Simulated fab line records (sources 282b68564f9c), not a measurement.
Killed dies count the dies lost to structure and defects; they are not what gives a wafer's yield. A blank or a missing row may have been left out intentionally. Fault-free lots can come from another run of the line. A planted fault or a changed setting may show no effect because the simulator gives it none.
fab line records + flow rit_cmos
record:
- lots: 5
- wafers: 15
- last_day: 7
route steps=202 shown GATE@86 REOX@98 M1@202
lots that met no fault: taken from a fault-free run of the same line
start_h: start of the lot's first displayed wafer, in hours after the record's first day + wait_h: hours since the lot's step before + " identical to the entry in the row above + L1.1+2: several wafers, shown together as one row + - no value, or no start given + * or withheld: withheld + < > ~ a bound
route shown NAME@n: NAME is a module with steps in the file, n the number in the route of the first one + usual: average and standard deviation across the fault-free wafers + same: alike in all rows + chamber/n: place in a boat + sites: per-site readings + _std_site: how widely they spread, as a standard deviation + _edge_site: inner sites' mean taken away from outer sites' mean + radius_mm: for every site, how far away it sits from the centre of the wafer + mask NAME#n: copy n + behind: the tool/chamber that last shaped the wafer + hold: the reason the lot was held/the length of the hold in hours/how it ended + device: whichever transistor did not switch (one of n, p or np) + end of line: tests of these same wafers at the route's end + a step without rows: its recipe alone + killed: not the wafer's yield, but the dies lost to structure and defects at the first sort + map: the dies of a wafer, with x for killed, . for not killed, _ for no die there
set.NAME: the setting as run; set.NAME@STEP: as run at that earlier step + model.NAME: the simulator's own value behind a step, which no gauge read
lots seen at some steps along the route; tables by step, rows by wafer
services: when a tool's chamber went out of use (start_h, in hours from the record's first day, below 0 if earlier), for how many hours, and the reason
== steps ==
step: RIT_GATE_HMDS_10
recipe:
- prime_time_s: 60
- prime_temp_c: 140
step: RIT_GATE_COAT_11
recipe:
- resist: NOVOLAK
- spin_rpm: 4250
- resist_thk_nm: 850
step: RIT_GATE_SOFTBAKE_12
recipe:
- resist: NOVOLAK
- temp_c: 90
- time_s: 60
step: RIT_GATE_EXPOSE_13
recipe:
- mask_id: M6
- na: 0.6
- source_shape: conventional
- sigma_outer: 0.6
- target_cd_nm: 150
- dose_mj: 380
step: RIT_GATE_PEB_14
recipe:
- resist: NOVOLAK
- temp_c: withheld
- time_s: withheld
step: RIT_GATE_DEVELOP_15
recipe:
- resist: NOVOLAK
- develop_time_s: 50
- dev_temp_c: 23
step: RIT_GATE_CD_MEAS_16
recipe:
- target_cd_nm: 150
usual:
- cd_nm: 149.3/2.4
| lot.wafer | tool      | chamber | start_h | wait_h | cd_nm |
|-----------|-----------|---------|---------|--------|-------|
| L460.2    | cd_sem-02 | -       | 77.53   | -      | 149.3 |
| L460.3    | "         | -       | "       | "      | 148.1 |
| L460.4    | "         | -       | "       | "      | 150.5 |
| L463.2    | cd_sem-01 | -       | 93.14   | -      | 153.7 |
| L463.3    | "         | -       | "       | "      | 151.4 |
| L463.5    | "         | -       | "       | "      | 148.7 |
| L472.1    | cd_sem-02 | -       | 136.92  | -      | 148.5 |
| L472.2    | "         | -       | "       | "      | 145.7 |
| L472.3    | "         | -       | "       | "      | 146.4 |
| L474.1    | cd_sem-01 | -       | 149.31  | -      | 149.3 |
| L474.3    | "         | -       | "       | "      | 146.9 |
| L474.6    | "         | -       | "       | "      | 148.0 |
| L475.3    | cd_sem-02 | -       | 154.24  | -      | 148.7 |
| L475.4    | "         | -       | "       | "      | 150.4 |
| L475.5    | "         | -       | "       | "      | 148.4 |
step: RIT_GATE_OVL_MEAS_17
usual:
- GATE_OVL: -0.7/1.3
| lot.wafer | tool       | chamber | start_h | wait_h | GATE_OVL[nm] |
|-----------|------------|---------|---------|--------|--------------|
| L460.2    | overlay-01 | -       | 77.64   | 0.1    | 1.0          |
| L460.3    | "          | -       | "       | "      | 0.0          |
| L460.4    | "          | -       | "       | "      | 1.9          |
| L463.2    | overlay-02 | -       | 93.24   | 0.1    | 0.8          |
| L463.3    | "          | -       | "       | "      | -0.3         |
| L463.5    | "          | -       | "       | "      | 0.8          |
| L472.1    | overlay-02 | -       | 137.04  | 0.1    | -0.8         |
| L472.2    | "          | -       | "       | "      | 1.3          |
| L472.3    | "          | -       | "       | "      | -1.3         |
| L474.1    | overlay-02 | -       | 149.43  | 0.1    | 1.8          |
| L474.3    | "          | -       | "       | "      | -0.4         |
| L474.6    | "          | -       | "       | "      | 1.4          |
| L475.3    | overlay-01 | -       | 154.33  | 0.1    | -0.3         |
| L475.4    | "          | -       | "       | "      | 0.0          |
| L475.5    | "          | -       | "       | "      | -2.1         |
step: RIT_GATE_HARDBAKE_18
recipe:
- resist: NOVOLAK
- temp_c: 140
- time_s: 60
step: RIT_GATE_ETCH_19
recipe:
- chemistry: SF6/CHF3/O2
- time_s: 165
- SF6_flow_sccm: 30
- CHF3_flow_sccm: 30
- O2_flow_sccm: 5
- target: poly-Si
- pressure_mtorr: 40
- rf_w: 160
- target_depth_a: 3125
- over_etch_frac: 0.25
- stop_on: SiO2
usual:
- drypump_motor_current_A: 5.5/0.32
- oes_product_au: 0.829/0.016
- throttle_valve_pct: 10.29/0.16
same:
- time_s: 165
| lot.wafer | tool      | chamber | start_h | wait_h | drypump_motor_current_A | oes_product_au | rf_hours_counter_h | throttle_valve_pct |
|-----------|-----------|---------|---------|--------|-------------------------|----------------|--------------------|--------------------|
| L460.2    | rie_si-01 | 1       | 77.82   | 0.1    | 5.6                     | 0.810          | 102                | 10.22              |
| L460.3    | "         | 3       | "       | "      | 6.0                     | 0.813          | 17                 | 10.07              |
| L460.4    | "         | 2       | "       | "      | 5.8                     | 0.847          | 79                 | 10.05              |
| L463.2    | rie_si-02 | 0       | 93.42   | 0.1    | 5.2                     | 0.837          | 117                | 10.51              |
| L463.3    | "         | 2       | "       | "      | 5.3                     | 0.833          | 25                 | 10.40              |
| L463.5    | "         | 1       | "       | "      | 5.6                     | 0.821          | -                  | 10.46              |
| L472.1    | rie_si-01 | 3       | 137.23  | 0.1    | 6.0                     | 0.821          | 18                 | 10.05              |
| L472.2    | "         | 1       | "       | "      | 5.6                     | 0.809          | 102                | 10.21              |
| L472.3    | "         | 2       | "       | "      | 5.8                     | 0.846          | 79                 | 10.05              |
| L474.1    | rie_si-01 | 2       | 149.62  | 0.1    | 5.8                     | 0.835          | 79                 | 10.05              |
| L474.3    | "         | 1       | "       | "      | 5.6                     | 0.801          | 102                | 10.20              |
| L474.6    | "         | 2       | "       | "      | 5.8                     | 0.837          | -                  | 10.03              |
| L475.3    | rie_si-02 | 2       | 154.51  | 0.1    | 5.3                     | 0.826          | 25                 | 10.40              |
| L475.4    | "         | 1       | "       | "      | 5.6                     | 0.810          | 119                | 10.45              |
| L475.5    | "         | 0       | "       | "      | 5.2                     | 0.840          | -                  | 10.50              |
step: RIT_GATE_STRIP_20
recipe:
- chemistry: O2
- time_s: 180
- resist: NOVOLAK
- platen_temp_c: withheld
- power_w: 500
- pressure_mtorr: 4000
- o2_flow_sccm: 3883
usual:
- drypump_motor_current_A: 5.8/0.3
- rf_refl_power_W: 7.4/1.3
same:
- time_s: 180
| lot.wafer | tool            | chamber | start_h | wait_h | drypump_motor_current_A | rf_hours_counter_h | rf_refl_power_W |
|-----------|-----------------|---------|---------|--------|-------------------------|--------------------|-----------------|
| L460.2    | plasma_asher-02 | 1       | 77.93   | 0.1    | 5.8                     | 43                 | 7.0             |
| L460.3    | "               | 1       | "       | "      | 5.8                     | -                  | 6.6             |
| L460.4    | "               | 0       | "       | "      | 6.0                     | -                  | 9.4             |
| L463.2    | plasma_asher-01 | 1       | 93.53   | 0.1    | 6.2                     | 45                 | 6.8             |
| L463.3    | "               | 0       | "       | "      | 5.3                     | -                  | 5.2             |
| L463.5    | "               | 1       | "       | "      | 6.2                     | -                  | 7.3             |
| L472.1    | plasma_asher-01 | 1       | 137.34  | 0.1    | 6.2                     | 2                  | 7.2             |
| L472.2    | "               | 0       | "       | "      | 5.3                     | 2                  | 5.9             |
| L472.3    | "               | 0       | "       | "      | 5.3                     | -                  | 5.6             |
| L474.1    | plasma_asher-01 | 1       | 149.73  | 0.1    | 6.2                     | 3                  | 7.1             |
| L474.3    | "               | 0       | "       | "      | 5.3                     | -                  | 5.5             |
| L474.6    | "               | 1       | "       | "      | 6.2                     | -                  | 7.4             |
| L475.3    | plasma_asher-01 | 0       | 154.68  | 0.1    | 5.3                     | -                  | 5.8             |
| L475.4    | "               | 1       | "       | "      | 6.2                     | -                  | 6.7             |
| L475.5    | "               | 1       | "       | "      | 6.2                     | -                  | 7.0             |
step: RIT_GATE_CD_MEAS_90
recipe:
- target_cd_nm: 150
usual:
- cd_nm: 149.3/2.4
| lot.wafer | tool      | chamber | start_h | wait_h | cd_nm |
|-----------|-----------|---------|---------|--------|-------|
| L460.2    | cd_sem-02 | -       | 78.12   | 0.1    | 148.7 |
| L460.3    | "         | -       | "       | "      | 148.4 |
| L460.4    | "         | -       | "       | "      | 150.0 |
| L463.2    | cd_sem-02 | -       | 93.72   | 0.1    | 153.6 |
| L463.3    | "         | -       | "       | "      | 151.3 |
| L463.5    | "         | -       | "       | "      | 149.2 |
| L472.1    | cd_sem-01 | -       | 137.51  | 0.1    | 148.7 |
| L472.2    | "         | -       | "       | "      | 145.5 |
| L472.3    | "         | -       | "       | "      | 146.7 |
| L474.1    | cd_sem-01 | -       | 149.90  | 0.1    | 149.0 |
| L474.3    | "         | -       | "       | "      | 146.7 |
| L474.6    | "         | -       | "       | "      | 148.1 |
| L475.3    | cd_sem-01 | -       | 154.83  | 0.1    | 148.5 |
| L475.4    | "         | -       | "       | "      | 150.5 |
| L475.5    | "         | -       | "       | "      | 148.6 |
step: RIT_REOX_CLEAN_00
recipe:
- chemistry: SC1
- mix: 3:3:50
- time_s: 600
- temp_c: 75
usual:
- bath_guard_temp_C: 75.1/0.62
- temp_c: 74.99/0.14
same:
- time_s: 600
| lot.wafer | tool         | chamber | start_h | wait_h | bath_guard_temp_C | temp_c |
|-----------|--------------|---------|---------|--------|-------------------|--------|
| L460.2    | wet_bench-03 | 3       | 78.22   | 0.1    | 75.6              | 74.86  |
| L460.3    | "            | 3       | "       | "      | 75.3              | 74.97  |
| L460.4    | "            | 3       | "       | "      | 75.6              | 74.84  |
| L463.2    | wet_bench-03 | 3       | 93.82   | 0.1    | 75.7              | 75.05  |
| L463.3    | "            | 3       | "       | "      | 75.6              | 74.92  |
| L463.5    | "            | 3       | "       | "      | 75.6              | 74.97  |
| L472.1    | wet_bench-03 | 2       | 137.63  | 0.1    | 76.4              | 77.39  |
| L472.2    | "            | 2       | "       | "      | 77.0              | 77.42  |
| L472.3    | "            | 2       | "       | "      | 76.7              | 77.41  |
| L474.1    | wet_bench-02 | 3       | 150.02  | 0.1    | 74.8              | 75.01  |
| L474.3    | "            | 3       | "       | "      | 74.3              | 74.97  |
| L474.6    | "            | 3       | "       | "      | 74.7              | 75.07  |
| L475.3    | wet_bench-03 | 3       | 154.91  | 0.1    | 75.4              | 74.99  |
| L475.4    | "            | 3       | "       | "      | 75.6              | 75.00  |
| L475.5    | "            | 3       | "       | "      | 75.5              | 74.76  |
step: RIT_REOX_CLEAN_01
recipe:
- chemistry: dHF
- dilution: 50:1
- time_s: 30
step: RIT_M1_PROBE_99
usual:
- killed_at_contacts: 0.1/0.34
- killed_at_front_end: 7/3
- killed_dies: 7/3.1
- killed_open: 3.4/1.9
- killed_short: 3.4/2.1
same:
- gross_dies: 264
- killed_at_M0_to_M3: 0
- killed_at_M4_up: 0
- killed_at_back_side: 0
- killed_at_other: 0
| lot.wafer | tool      | chamber | start_h | wait_h | killed_at_contacts | killed_at_front_end | killed_dies | killed_open | killed_short |
|-----------|-----------|---------|---------|--------|--------------------|---------------------|-------------|-------------|--------------|
| L460.2    | prober-02 | -       | 98.65   | 0.1    | 0                  | 16                  | 16          | 4           | 12           |
| L460.3    | prober-02 | -       | 98.70   | 0.2    | 0                  | 6                   | 6           | 3           | 3            |
| L460.4    | prober-02 | -       | 98.75   | 0.2    | 1                  | 10                  | 11          | 6           | 5            |
| L463.2    | prober-01 | -       | 113.19  | 0.1    | 1                  | 3                   | 4           | 1           | 1            |
| L463.3    | prober-01 | -       | 113.24  | 0.2    | 0                  | 3                   | 3           | 1           | 1            |
| L463.5    | prober-01 | -       | 113.34  | 0.2    | 0                  | 4                   | 4           | 1           | 3            |
| L472.1    | prober-01 | -       | 158.83  | 0.1    | 0                  | 5                   | 5           | 3           | 2            |
| L472.2    | prober-01 | -       | 158.88  | 0.1    | 0                  | 7                   | 7           | 6           | 1            |
| L472.3    | prober-01 | -       | 158.93  | 0.2    | 0                  | 5                   | 5           | 2           | 3            |
| L474.1    | prober-01 | -       | 170.98  | 0.1    | 0                  | 3                   | 3           | 0           | 3            |
| L474.3    | prober-01 | -       | 171.08  | 0.2    | 0                  | 10                  | 10          | 6           | 4            |
| L474.6    | prober-01 | -       | 171.23  | 0.2    | 0                  | 7                   | 7           | 1           | 4            |
| L475.3    | prober-02 | -       | 175.88  | 0.2    | 0                  | 7                   | 7           | 3           | 4            |
| L475.4    | prober-02 | -       | 175.93  | 0.2    | 0                  | 10                  | 10          | 3           | 6            |
| L475.5    | prober-02 | -       | 175.98  | 0.2    | 0                  | 5                   | 5           | 1           | 4            |
killed by level:class
L460.2 GATE:geometric_particle:short=5 FOX1:geometric_particle:short=2 REOX:geometric_particle:short=2 GATE:geometric_particle:open=2 SPACER:geometric_particle:short=2 FOX1:geometric_particle:open=1 FOX2:geometric_particle:open=1 FOX2:geometric_particle:short=1
L460.3 GATE:geometric_particle:open=2 SPACER:geometric_particle:short=2 GATE:geometric_particle:short=1 SILICIDE:geometric_particle:open=1
L460.4 GATE:geometric_particle:short=4 SPACER:geometric_particle:open=4 GATE:geometric_particle:open=1 REOX:geometric_particle:open=1 CONTACT:geometric_particle:short=1
L463.2 NSD:coat_microbubble_printed=2 FOX1:geometric_particle:short=1 CONTACT:geometric_particle:open=1
L463.3 FOX1:geometric_particle:open=1 SILICIDE:geometric_particle:short=1 NSD:coat_microbubble_printed=1
L463.5 GATE:geometric_particle:short=2 REOX:geometric_particle:open=1 SPACER:geometric_particle:short=1
L472.1 SPACER:geometric_particle:open=2 SPACER:geometric_particle:short=2 SILICIDE:geometric_particle:open=1
L472.2 GATE:geometric_particle:open=4 GATE:geometric_particle:short=1 REOX:geometric_particle:open=1 SILICIDE:geometric_particle:open=1
L472.3 FOX2:geometric_particle:short=1 GATE:geometric_particle:short=1 GATE:geometric_particle:open=1 SILICIDE:geometric_particle:short=1 SILICIDE:geometric_particle:open=1
L474.1 SPACER:geometric_particle:short=2 SILICIDE:geometric_particle:short=1
L474.3 SILICIDE:geometric_particle:open=4 SILICIDE:geometric_particle:short=3 GATE:geometric_particle:open=1 SPACER:geometric_particle:open=1 SPACER:geometric_particle:short=1
L474.6 SPACER:geometric_particle:short=2 PWELL:coat_microbubble_printed=2 GATE:geometric_particle:open=1 GATE:geometric_particle:short=1 REOX:geometric_particle:short=1
L475.3 SPACER:geometric_particle:short=2 FOX1:geometric_particle:open=1 FOX1:geometric_particle:short=1 GATE:geometric_particle:open=1 GATE:geometric_particle:short=1 SPACER:geometric_particle:open=1
L475.4 GATE:geometric_particle:short=2 SPACER:geometric_particle:short=2 FOX1:geometric_particle:open=1 FOX1:geometric_particle:short=1 FOX2:geometric_particle:short=1 GATE:geometric_particle:open=1 SILICIDE:geometric_particle:open=1 PSD:coat_microbubble_printed=1
L475.5 FOX1:geometric_particle:short=1 GATE:geometric_particle:short=1 REOX:geometric_particle:short=1 SPACER:geometric_particle:short=1 SPACER:geometric_particle:open=1
== services ==
| tool            | chamber | start_h | hours | kind       |
|-----------------|---------|---------|-------|------------|
| rie_si-01       | -       | 60.53   | 0.6   | repair     |
| wet_bench-03    | -       | 72.83   | 1.5   | repair     |
| wet_bench-03    | -       | 88.86   | 2.9   | repair     |
| rie_si-01       | -       | 91.89   | 2.1   | repair     |
| rie_si-02       | -       | 101.56  | 0.3   | repair     |
| plasma_asher-01 | -       | 108.75  | 9.0   | pm         |
| plasma_asher-01 | 0       | 108.75  | 9.0   | vent_cycle |
| plasma_asher-01 | 1       | 108.75  | 9.0   | vent_cycle |
| plasma_asher-01 | 0       | 117.75  | -     | clean      |
| plasma_asher-01 | 1       | 117.75  | -     | clean      |
| rie_si-01       | 0       | 136.66  | 22.8  | repair     |
== key ==
first_sign:
- step: RIT_REOX_CLEAN_00
- reading: temp_c
- direction: up
- sigmas: 17
- usual: *
- struck: *
effect:
- step: RIT_REOX_CLEAN_00
- reading: bath_guard_temp_C
- direction: up
- sigmas: 2.6
- usual: *
- struck: *
met_at RIT_REOX_CLEAN_00
struck_wafers L472.1,L472.2,L472.3
tester_left_out L472
fault:
- kind: process_parameter_drift
- tool: wet_bench-03
- chamber: 2
- onset_h: 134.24
- steps: RIT_REOX_CLEAN_00
- channel: temp_c
- offset: *
- shape: step
- end_h: 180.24
- acts_in: *
- stated: *
tester_left_out: of these lots the tester's yield and bins aren't shown, on N5 and GAA mostly nor the transistor test; their killed dies are dies lost to structure and defects alone, not to doping, threshold or leakage, so they don't give the yield
